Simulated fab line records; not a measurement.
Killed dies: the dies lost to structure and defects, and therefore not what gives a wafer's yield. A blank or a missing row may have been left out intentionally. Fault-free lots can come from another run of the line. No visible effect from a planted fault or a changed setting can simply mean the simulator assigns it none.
Which tool is to blame? | flow rit-cmos | Sampling: 14 lots, 42 wafers, 2 of 202 route steps

WHAT THE GAUGES SHOWED, per wafer
RIT_WELLDRIVE_RS_MEAS_02: measures by four-point-probe.
lot  | measured    | on            | PWELL_RS (ohm/sq)
L352 | day 2 04:31 | film-metro-04 | 430.8 429.5 430.5
L353 | day 2 09:03 | film-metro-04 | 429.4 430.6 430.2
L354 | day 2 15:05 | film-metro-04 | 427.0 428.6 429.4
L355 | day 2 19:39 | film-metro-04 | 429.8 429.5 430.6
L356 | day 3 00:35 | film-metro-01 | 428.7 430.0 428.9
L358 | day 3 11:10 | film-metro-04 | 431.6 430.9 429.6
L362 | day 4 06:13 | film-metro-03 | 429.2 432.9 430.7
L363 | day 4 12:32 | film-metro-01 | 429.9 430.2 428.6
L367 | day 5 09:28 | film-metro-04 | 430.3 429.1 428.4
L369 | day 5 19:49 | film-metro-03 | 429.1 429.8 429.8
L372 | day 6 09:53 | film-metro-01 | 424.3 424.7 424.1
L373 | day 6 14:06 | film-metro-04 | 426.4 425.2 426.5
L374 | day 6 19:09 | film-metro-04 | 428.8 430.1 428.9
L375 | day 7 01:41 | film-metro-01 | 428.7 428.9 429.2

EACH LOT AND THE TOOL THAT RAN IT (in order: tool; ch and the chambers of the sampled wafers; start)
lot  | RIT_PWELL_IMPLANT_08
L352 | implanter-01 ch 0, day 1 22:56
L353 | implanter-03 ch 0, day 2 03:10
L354 | implanter-03 ch 0, day 2 09:31
L355 | implanter-01 ch 0, day 2 13:39
L356 | implanter-04 ch 0, day 2 18:26
L358 | implanter-04 ch 0, day 3 05:35
L362 | implanter-03 ch 0, day 4 00:19
L363 | implanter-01 ch 0, day 4 06:57
L367 | implanter-01 ch 0, day 5 01:38
L369 | implanter-01 ch 0, day 5 14:10
L372 | implanter-01 ch 0, day 6 04:18
L373 | implanter-01 ch 0, day 6 07:46
L374 | implanter-03 ch 0, day 6 13:00
L375 | implanter-03 ch 0, day 6 20:05
- RIT_PWELL_IMPLANT_08

AS READ BY THE TOOLS THEMSELVES (means over the sampled wafers that have a number; for cases with no such wafer, the mark the record gives instead)
RIT_PWELL_IMPLANT_08.
lot  | tool         | dose-ions-cm2
L352 | implanter-01 | 7.006e+13
L353 | implanter-03 | 6.997e+13
L354 | implanter-03 | 7.007e+13
L355 | implanter-01 | 7.006e+13
L356 | implanter-04 | 6.987e+13
L358 | implanter-04 | 6.989e+13
L362 | implanter-03 | 7.014e+13
L363 | implanter-01 | 7.002e+13
L367 | implanter-01 | 7.001e+13
L369 | implanter-01 | 6.996e+13
L372 | implanter-01 | 7.111e+13
L373 | implanter-01 | 7.091e+13
L374 | implanter-03 | 6.988e+13
L375 | implanter-03 | 6.995e+13

THE ANSWER, worked out from the rows above alone
Rule: what is usual is taken from the lots themselves. The widest of any qualifying gaps counts: lots, ordered by their means at a reading, are off when they make up no more than a third of the lots, leave a main group of 4 or more, and stand apart from it by 3 or more times the standard deviation of that group's means. If all means in a main group match to the digits the tables above print for the reading, that group is not used. A lot without any number at a reading at which 4 lots or more have one is off too. Any other lot the step has rows for is counted as sound. First the gauges in route order, then the tools' own readings, where a lot's mean is used as printed above. The first step at which some lot is off is used, and at that step the reading that is off furthest; a lot without a number counts as furthest.
Off: L372, L373, at RIT_WELLDRIVE_RS_MEAS_02 (PWELL_RS). Main group: mean 429.7 ohm/sq, sd 0.72.
If a tool, at a process step before that reading, ran all the lots that are off and no sound lot after the first of them, it fits. Not tried: the gauges at RIT_WELLDRIVE_RS_MEAS_02; whatever is off there is also off at RIT_PWELL_IMPLANT_08, on other tools, and gauge error can't account for it. One fits: implanter-01 at RIT_PWELL_IMPLANT_08. Its last sound lot is L369 (day 5 14:10), its first lot that is off L372 (day 6 04:18): a fault that began between those two fits.
The tool's own readings at RIT_PWELL_IMPLANT_08 bear it out: on the lots that are off they differ by more than 5 times the standard deviation of the sound lots' means. dose-ions-cm2 reads 7.101e+13 there against 6.999e+13 on the sound lots.

WHAT HAD BEEN PUT IN BY THE SIMULATOR
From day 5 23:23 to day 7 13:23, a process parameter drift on implanter-01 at RIT_PWELL_IMPLANT_08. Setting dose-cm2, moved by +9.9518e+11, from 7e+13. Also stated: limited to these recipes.
Shown lots that were struck: L372, L373. The same result came from the rule above.
